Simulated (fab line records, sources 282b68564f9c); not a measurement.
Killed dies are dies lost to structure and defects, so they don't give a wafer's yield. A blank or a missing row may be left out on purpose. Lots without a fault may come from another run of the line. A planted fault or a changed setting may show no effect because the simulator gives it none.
Which tool did it? | flow rit_cmos | 14 lots, 42 wafers sampled, at 2 steps of a route of 202

WHAT THE GAUGES READ, wafer by wafer
RIT_GATE_THK_MEAS_07.
lot  | measured    | on            | GATE_OXIDE_THK (nm)
L275 | day 2 09:52 | film_metro-02 | 3.06 2.99 2.97
L276 | day 2 16:04 | film_metro-02 | 3.00 2.93 2.89
L277 | day 2 21:02 | film_metro-03 | 3.09 3.08 3.11
L278 | day 3 02:16 | film_metro-02 | 3.01 3.01 3.05
L279 | day 3 06:44 | film_metro-01 | 3.16 3.05 3.07
L280 | day 3 10:56 | film_metro-02 | 3.00 3.08 2.99
L281 | day 3 15:23 | film_metro-01 | 3.24 3.11 3.23
L285 | day 4 11:46 | film_metro-01 | 3.00 3.03 3.06
L287 | day 5 01:25 | film_metro-03 | 3.05 3.06 3.10
L288 | day 5 06:19 | film_metro-01 | 3.26 3.14 3.18
L289 | day 5 09:56 | film_metro-03 | 3.06 2.97 3.04
L291 | day 5 19:02 | film_metro-03 | 3.01 3.01 3.02
L297 | day 6 23:26 | film_metro-02 | 3.05 2.94 3.00
L298 | day 7 05:37 | film_metro-03 | 3.06 2.89 3.04

WHICH TOOL RAN EACH LOT (tool, then ch and the chambers of the sampled wafers, then the start)
lot  | RIT_GATE_OXIDATION_05
L275 | furnace-03 ch 0, day 2 08:31
L276 | furnace-03 ch 0, day 2 13:03
L277 | furnace-02 ch 0, day 2 19:43
L278 | furnace-03 ch 0, day 3 00:57
L279 | furnace-02 ch 0, day 3 05:25
L280 | furnace-03 ch 0, day 3 09:37
L281 | furnace-03 ch 0, day 3 14:03
L285 | furnace-02 ch 0, day 4 10:27
L287 | furnace-02 ch 0, day 5 00:01
L288 | furnace-03 ch 0, day 5 04:13
L289 | furnace-02 ch 0, day 5 08:35
L291 | furnace-04 ch 0, day 5 17:43
L297 | furnace-02 ch 0, day 6 22:07
L298 | furnace-02 ch 0, day 7 04:16
- RIT_GATE_OXIDATION_05: target thk 3 nm, ox time 270 s.

WHAT THE TOOLS THEMSELVES READ (means of the sampled wafers that have a number; where no wafer has one, the mark that the record gives instead)
RIT_GATE_OXIDATION_05.
lot  | tool       | spike_tc_centre_C (C) | spike_tc_load_C (C) | tube_center_temp_C (C) | tube_center_temp_C_max
L275 | furnace-03 | 902.6                 | 926.8               | 899.95                 | 902.2
L276 | furnace-03 | 901.9                 | 927.0               | 900.11                 | 902.5
L277 | furnace-02 | 902.6                 | 926.9               | 899.94                 | 902.6
L278 | furnace-03 | 902.0                 | 926.7               | 899.98                 | 902.6
L279 | furnace-02 | 902.3                 | 926.8               | 900.07                 | 902.5
L280 | furnace-03 | 902.2                 | 927.2               | 899.95                 | 902.2
L281 | furnace-03 | 906.5                 | 932.9               | 905.60                 | 907.7
L285 | furnace-02 | 902.5                 | 925.3               | 899.94                 | 902.2
L287 | furnace-02 | 902.2                 | 926.9               | 900.08                 | 902.2
L288 | furnace-03 | 908.8                 | 930.4               | 905.55                 | 907.8
L289 | furnace-02 | 902.3                 | 925.5               | 899.96                 | 902.4
L291 | furnace-04 | 901.2                 | 922.3               | 899.98                 | 902.1
L297 | furnace-02 | 902.0                 | 925.9               | 899.91                 | 902.2
L298 | furnace-02 | 903.8                 | 926.0               | 900.07                 | 902.2

THE ANSWER, worked out from the rows above alone
Rule: what is usual is taken from the lots themselves. Put in order of their means at a reading, lots are off if they are a third of the lots or fewer, leave a main group of 4 or more, and stand apart from it by a gap of 3 or more times the standard deviation of the main group's means; of several such gaps the widest counts. A main group whose means are all the same, to the digits that the tables above print for the reading, isn't used. A lot without any number at a reading at which 4 lots or more have one is off too. The other lots that the step has rows for count as sound. The gauges are gone through in route order, then the tools' own readings, and for those a lot's mean is taken as printed above. The first step at which some lot is off is used, and at that step the reading that is off furthest; a lot without a number counts as furthest.
Off: L281, L288, at RIT_GATE_OXIDATION_05 (tube_center_temp_C). The main group: mean 900.00 C, standard deviation 0.065.
A tool fits if, at that step or a process step before it, it ran every lot that is off, and no sound lot after the first of them. One fits: furnace-03 at RIT_GATE_OXIDATION_05. Its last sound lot is L280 (day 3 09:37), its first lot that is off L281 (day 3 14:03): a fault that began between those two fits.
The tool's own readings at RIT_GATE_OXIDATION_05 bear it out: on the lots that are off they differ by more than 5 times the standard deviation of the sound lots' means. spike_tc_centre_C reads 907.6 C there against 902.3 C on the sound lots; tube_center_temp_C reads 905.58 C there against 900.00 C on the sound lots; tube_center_temp_C_max reads 907.8 there against 902.3 on the sound lots.

WHAT THE SIMULATOR HAD PUT IN
Process parameter drift: furnace-03, from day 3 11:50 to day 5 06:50, at RIT_GATE_OXIDATION_05. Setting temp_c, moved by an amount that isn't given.
Lots struck among those shown: L281, L288. The rule above found the same.
